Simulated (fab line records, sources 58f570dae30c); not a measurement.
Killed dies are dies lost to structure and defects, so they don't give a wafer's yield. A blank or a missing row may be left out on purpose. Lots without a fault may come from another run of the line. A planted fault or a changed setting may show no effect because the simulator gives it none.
Which tool did it? | flow berkeley_cmos170 | 11 lots, 33 wafers sampled, at 3 steps of a route of 331

WHAT THE GAUGES READ, wafer by wafer
UCB170_CONTACT_THK_MEAS_02.
lot  | measured     | on            | CONTACT_PSG_THK (nm)
L389 | day 6 20:07  | film_metro-03 | 705 705 706
L391 | day 7 04:55  | film_metro-03 | 703 703 704
L390 | day 7 06:41  | film_metro-03 | 702 702 704
L393 | day 7 14:29  | film_metro-04 | 718 717 713
L392 | day 7 14:55  | film_metro-02 | 688 695 688
L394 | day 8 04:40  | film_metro-02 | 703 705 705
L395 | day 8 06:26  | film_metro-02 | 695 693 695
L398 | day 8 15:07  | film_metro-03 | 713 717 711
L400 | day 9 08:53  | film_metro-02 | 957 953 954
L409 | day 11 03:06 | film_metro-03 | 694 699 694
L412 | day 11 19:41 | film_metro-03 | 692 694 700

WHICH TOOL RAN EACH LOT (tool, then ch and the chambers of the sampled wafers, then the start)
lot  | UCB170_NLDD_PEB_04                | UCB170_CONTACT_CVD_01
L389 | litho_track-01 ch 0, day 6 05:23  | lpcvd-02 ch 1, day 6 18:19
L391 | litho_track-03 ch 0, day 6 15:52  | lpcvd-01 ch 0, day 7 03:07
L390 | litho_track-01 ch 0, day 6 16:06  | lpcvd-01 ch 0, day 7 04:54
L393 | litho_track-01 ch 0, day 6 23:01  | lpcvd-02 ch 0, day 7 12:42
L392 | litho_track-04 ch 0, day 6 23:55  | lpcvd-01 ch 1, day 7 13:06
L394 | litho_track-03 ch 0, day 7 12:32  | lpcvd-01 ch 0, day 8 02:53
L395 | litho_track-01 ch 0, day 7 12:57  | lpcvd-01 ch 0, day 8 04:40
L398 | litho_track-01 ch 0, day 8 00:56  | lpcvd-01 ch 1, day 8 12:26
L400 | litho_track-04 ch 0, day 8 15:09  | lpcvd-02 ch 0, day 9 07:05
L409 | litho_track-04 ch 0, day 10 14:44 | lpcvd-01 ch 1, day 11 01:19
L412 | litho_track-04 ch 0, day 10 22:38 | lpcvd-01 ch 0, day 11 17:53
- UCB170_NLDD_PEB_04
- UCB170_CONTACT_CVD_01: deposits PSG from SiH4/O2/PH3, target thk 700 nm, time 2820 s.

THE ANSWER, worked out from the rows above alone
Rule: what is usual is taken from the lots themselves. Put in order of their means at a reading, lots are off if they are a third of the lots or fewer, leave a main group of 4 or more, and stand apart from it by a gap of 3 or more times the standard deviation of the main group's means; of several such gaps the widest counts. A main group whose means are all the same, to the digits that the tables above print for the reading, isn't used. A lot without any number at a reading at which 4 lots or more have one is off too. The other lots that the step has rows for count as sound.
Off: L400, at UCB170_CONTACT_THK_MEAS_02 (CONTACT_PSG_THK). The main group: mean 702 nm, standard deviation 7.9.
A tool fits if, at a process step before that reading, it ran every lot that is off, and no sound lot after the first of them. The gauges at UCB170_CONTACT_THK_MEAS_02 are tried like those tools. Can't be told from this: 2 tools fit, lpcvd-02 at UCB170_CONTACT_CVD_01, film_metro-02 at UCB170_CONTACT_THK_MEAS_02.

WHAT THE SIMULATOR HAD PUT IN
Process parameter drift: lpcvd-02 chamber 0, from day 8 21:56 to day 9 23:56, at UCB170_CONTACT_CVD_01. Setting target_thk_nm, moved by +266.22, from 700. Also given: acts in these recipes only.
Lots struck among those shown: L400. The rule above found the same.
